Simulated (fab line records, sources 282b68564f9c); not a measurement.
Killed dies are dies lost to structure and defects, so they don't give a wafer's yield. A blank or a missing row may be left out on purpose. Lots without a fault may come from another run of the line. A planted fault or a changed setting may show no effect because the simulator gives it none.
Split-lot experiment | flow rit_cmos | 5 lots, 23 wafers read, on a route of 202 steps

THE SPLIT
At RIT_PWELL_COAT_01 (resist thk 1300 nm), the setting resist_thk_nm was moved away from the recipe's 1300 nm on 9 of the 23 wafers read, by +2.8% to +5.9%. The other wafers ran this setting at the recipe's value.

FROM THE SPLIT TO THE READING: what the file shows between them, 3 steps
- RIT_PWELL_SOFTBAKE_02: time 60 s
- RIT_PWELL_EXPOSE_03: exposes mask M3, target cd 43700 nm
- RIT_PWELL_DEVELOP_05: develop time 68 s

THE READING
NOVOLAK_of_PWELL_COAT_01.thk_nm (the simulator's own value, which no gauge read), in nm, at RIT_PWELL_HARDBAKE_07 (time 120 s). The file gives no usual value for it. The 14 wafers here that ran the recipe average 1137 nm, standard deviation 3.4 nm.

wafer  | tool, chamber at the split | resist_thk_nm as run, nm | against the recipe | NOVOLAK_of_PWELL_COAT_01.thk_nm, nm | against lot-mates on the recipe
L074.1 | litho_track-04, 0          | 1300                     | recipe             | 1139                                | -
L074.3 | litho_track-04, 0          | 1336                     | +2.8%              | 1171                                | +32
L074.4 | litho_track-04, 0          | 1300                     | recipe             | 1138                                | -
L074.5 | litho_track-04, 0          | 1336                     | +2.8%              | 1169                                | +30
L074.6 | litho_track-04, 0          | 1336                     | +2.8%              | 1172                                | +34
L076.2 | litho_track-02, 0          | 1300                     | recipe             | 1141                                | -
L076.5 | litho_track-02, 0          | 1300                     | recipe             | 1139                                | -
L076.6 | litho_track-02, 0          | 1300                     | recipe             | 1139                                | -
L078.1 | litho_track-02, 0          | 1353                     | +4.1%              | 1185                                | +45
L078.3 | litho_track-02, 0          | 1300                     | recipe             | 1141                                | -
L078.4 | litho_track-02, 0          | 1300                     | recipe             | 1138                                | -
L078.5 | litho_track-02, 0          | 1300                     | recipe             | 1142                                | -
L078.6 | litho_track-02, 0          | 1353                     | +4.1%              | 1187                                | +47
L079.1 | litho_track-04, 0          | 1300                     | recipe             | 1138                                | -
L079.6 | litho_track-04, 0          | 1300                     | recipe             | 1138                                | -
L079.2 | litho_track-04, 0          | 1377                     | +5.9%              | 1202                                | +66
L079.5 | litho_track-04, 0          | 1377                     | +5.9%              | 1202                                | +66
L079.3 | litho_track-04, 0          | 1300                     | recipe             | 1133                                | -
L083.1 | litho_track-04, 0          | 1300                     | recipe             | 1132                                | -
L083.5 | litho_track-04, 0          | 1300                     | recipe             | 1132                                | -
L083.6 | litho_track-04, 0          | 1300                     | recipe             | 1132                                | -
L083.2 | litho_track-04, 0          | 1347                     | +3.6%              | 1171                                | +39
L083.3 | litho_track-04, 0          | 1347                     | +3.6%              | 1175                                | +43

THE FIT
A straight line over all 23 wafers: NOVOLAK_of_PWELL_COAT_01.thk_nm changes by +11.1 nm for each +1% of resist_thk_nm; r = +0.99; the points scatter about the line by 3.5 nm.
The same after taking each lot's own level away (the mean of its wafers on the recipe; 23 wafers): +11.2 nm for each +1%; r = +1.00; scatter 1.5 nm.
On that fit, the largest move of resist_thk_nm shifts the reading by 66 nm.
The lots' own levels span 1132.0 to 1140.3 nm, that is 2.4 times the standard deviation above.
So the lot-to-lot level changes the slope little: the two slopes agree.
Check: with one of the wafers moved furthest among these (+5.9%) left out of the fit, the line predicts +66.8 nm for it against its lot-mates. It came out at +65.7 nm against them.

OTHER SPLITS ON THESE WAFERS
These wafers also went through other splits before the reading. Each is held against what the fit with the lots' levels taken away leaves over:
other split on the same wafers       | wafers away from the commonest value | r with NOVOLAK_of_PWELL_COAT_01.thk_nm (lot level and that fit taken away)
RIT_ACTIVE_EXPOSE_08 dose_mj         | 9                                    | +0.09
RIT_ACTIVE_DEVELOP_10 develop_time_s | 9                                    | +0.10
RIT_ACTIVE_ETCH_13 time_s            | 5                                    | -0.19
RIT_FOX2_CLEAN_02 time_s             | 15                                   | -0.15
RIT_NWELL_IMPLANT_08 energy_kev      | 11                                   | -0.08

THE WHOLE CHAIN: every reading that the file lists as answering this split, in the file's order
step                  | what it does       | reading                                                                          | change (the file's fit)              | r (the file's)
RIT_PWELL_COAT_01     | resist thk 1300 nm | NOVOLAK_of_PWELL_COAT_01.thk_nm (the simulator's own value, which no gauge read) | +13 nm for each +1% of the setting   | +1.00
RIT_PWELL_HARDBAKE_07 | time 120 s         | NOVOLAK_of_PWELL_COAT_01.thk_nm (the simulator's own value, which no gauge read) | +11.2 nm for each +1% of the setting | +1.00

THE FILE'S OWN FIT
NOVOLAK_of_PWELL_COAT_01.thk_nm changes by +11.2 nm for each +1% of resist_thk_nm, r = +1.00.
